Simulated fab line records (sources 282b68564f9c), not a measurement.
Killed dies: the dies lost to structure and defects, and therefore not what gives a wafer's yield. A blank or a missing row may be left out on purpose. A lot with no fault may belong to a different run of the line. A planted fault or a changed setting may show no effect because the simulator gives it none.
2 desks looking at one fault || flow ritCmos || each desk has only its own numbers; what lay behind them comes last

== AT THE METROLOGY DESK ==
Means of the sampled wafers that have a number, per lot and without regard to the tool the lot ran on: this is what the gauges read. Marked OUT: a lot whose mean sits more than 4 standard deviations from the usual mean, which makes it out of limits; the brackets give that distance.
Columns: A = cdNm at RIT_CONTACT_CD_MEAS_08, usual 1000.1 nm
{"lot": "L461", "first seen here": "day 3 06:05", "A": 1000.0}
{"lot": "L462", "first seen here": "day 3 08:21", "A": 998.2}
{"lot": "L463", "first seen here": "day 3 13:23", "A": 999.1}
{"lot": "L464", "first seen here": "day 3 20:05", "A": 998.9}
{"lot": "L465", "first seen here": "day 3 23:34", "A": 1002.1}
{"lot": "L466", "first seen here": "day 4 05:25", "A": 1004.4}
{"lot": "L469", "first seen here": "day 5 00:19", "A": 999.5}
{"lot": "L473", "first seen here": "day 5 17:26", "A": "1032.6 (+17) OUT"}
{"lot": "L474", "first seen here": "day 5 21:53", "A": "1023.7 (+12) OUT"}
{"lot": "L475", "first seen here": "day 6 05:31", "A": 1000.0}
{"lot": "L477", "first seen here": "day 6 13:25", "A": 1002.1}
{"lot": "L478", "first seen here": "day 6 17:25", "A": 999.5}
{"lot": "L479", "first seen here": "day 7 00:28", "A": 1001.6}
{"lot": "L480", "first seen here": "day 7 03:52", "A": 1000.4}
This desk's finding: out of limits on L473, L474; first on L473, day 5 17:26 (cdNm at RIT_CONTACT_CD_MEAS_08). In limits: L461, L462, L463, L464, L465, L466, L469, L475, L477, L478, L479, L480.

== TOOL OWNER'S DESK, lithoTrack-02 ==
The tool's own readings at RIT_CONTACT_DEVELOP_07 (develop time 120 s): means of the sampled wafers that have a number, for each lot that ran on this tool. Marked OUT: a lot whose mean sits more than 4 standard deviations from the usual mean, which makes it out of limits; the brackets give that distance.
Columns: A = exhaustPa at RIT_CONTACT_DEVELOP_07, usual 45.0 Pa
{"lot": "L461", "first seen here": "day 3 05:00", "A": 45.6}
{"lot": "L464", "first seen here": "day 3 19:00", "A": 45.9}
{"lot": "L473", "first seen here": "day 5 17:00", "A": 44.2}
{"lot": "L474", "first seen here": "day 5 21:00", "A": 45.2}
This desk's finding: nothing out of limits on any of the 4 lots.

== ALL TOGETHER ==
Metrology desk: alarm possible at day 5 17:26 on L473, L474.
Nothing out of limits was seen by the tool owner's desk.
Tool owner's desk: L473, L474 on record, inside its limits.
Of the lots named, all ran RIT_CONTACT_DEVELOP_07 on lithoTrack-02.

== WHAT WAS PUT IN BY THE SIMULATOR ==
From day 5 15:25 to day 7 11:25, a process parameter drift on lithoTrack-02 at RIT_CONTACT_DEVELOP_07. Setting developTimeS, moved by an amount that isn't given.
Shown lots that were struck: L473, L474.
Per desk, hours elapsed from the start of the fault to the first reading out of limits: for the metrology desk, 2.
